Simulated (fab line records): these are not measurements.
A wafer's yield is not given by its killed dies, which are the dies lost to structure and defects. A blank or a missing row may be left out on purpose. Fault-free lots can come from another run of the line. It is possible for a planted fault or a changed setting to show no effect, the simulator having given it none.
8D (eight disciplines) problem report, filled in by code    flow berkeley_cmos170    the parts of the form that need people (team, actions taken, sign-off) are left out

1. THE PROBLEM
Mean PFIELD_TW at UCB170_PFIELD_TW_MEAS_09: 689 over 6 wafers in 2 lots; fault-free wafers: 600, standard deviation 6.7. Measured from the usual mean, that is +13 standard deviations.
First seen on wafer L261.1, day 6 22:27, on film_metro-02. At this step, 42 wafers from 14 lots have a number in the record. Rule for "out", or "out of limits": more than 4 standard deviations from the usual mean. The other wafers with a number count as sound.

2. WHAT IT IS, WHAT IT ISN'T
question                     is                      is not
which readings at this step  PFIELD_TW               -
which lots                   L261, L265              L251, L252, L253, L254, L256, L257, L259, L267, L269, L270, L273, L274
which wafers of those lots   all that have a number  -
read on which gauges         film_metro-02           film_metro-01, film_metro-04
when                         from day 6 22:27        up to then (21 sound wafers); but 15 sound wafers of L267, L269, L270, L273, L274 came after

3. SUSPECTS, AND WHAT RULES EACH OUT
Counting: a tool at a process step up to the reading stays a suspect if it ran every lot that is out and no sound lot after the first of them.
- ruled out: the gauge at UCB170_PFIELD_TW_MEAS_09. All the wafers that are out were read on film_metro-02, but those of them that UCB170_PFIELD_IMPLANT_07 has rows for are out there too, on other tools.
- implanter-02 at UCB170_PFIELD_IMPLANT_07: kept. It ran every lot that is out, first L261 (day 6 22:12), and no sound lot after that; its last sound lot up to then is L257 (day 6 14:13). On those wafers its own readings are out: dose_ions_cm2, faraday_current_uA.
The count leaves implanter-02 at UCB170_PFIELD_IMPLANT_07.

4. THE CAUSE (what the simulator had put in)
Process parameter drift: implanter-02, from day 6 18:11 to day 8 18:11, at UCB170_PFIELD_IMPLANT_07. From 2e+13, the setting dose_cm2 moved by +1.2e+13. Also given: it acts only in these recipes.
After counting, this tool was the only one left.

5. THE EFFECT CHAIN, in route order
Each row: a reading where the mean over the struck wafers with a number is more than 3 standard deviations away from the usual. Only readings for which the record gives a usual standard deviation are gone through. hours: the time from each lot's start at the first step in this table that gives one to its start at this step, as a median over the lots. sigmas: the change in usual standard deviations.
hours  step                      reading             usual       on struck wafers  change       sigmas
0      UCB170_PFIELD_IMPLANT_07  dose_ions_cm2       2.0002e+13  3.2003e+13        +1.2001e+13  +99 or more
0      UCB170_PFIELD_IMPLANT_07  faraday_current_uA  63.7        99.5              +35.8        +28
0      UCB170_PFIELD_TW_MEAS_09  PFIELD_TW           600         689               +89          +13
Here are the process steps it includes:
- UCB170_PFIELD_IMPLANT_07

6. HOW IT WOULD HAVE BEEN CAUGHT EARLIER
The first out-of-limits reading at a measuring or inspecting step in this record came at day 6 22:27, 4 hours after the fault's start at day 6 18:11.
At UCB170_PFIELD_IMPLANT_07, the tool's own readings (dose_ions_cm2, faraday_current_uA) were out on each struck wafer the step has a row for, so an alarm limit on them would have fired on the first such wafer.
Among the 2 lots that are out, L265 began UCB170_PFIELD_IMPLANT_07 on implanter-02 after day 6 22:27. Holding the tool at that time would have saved it.
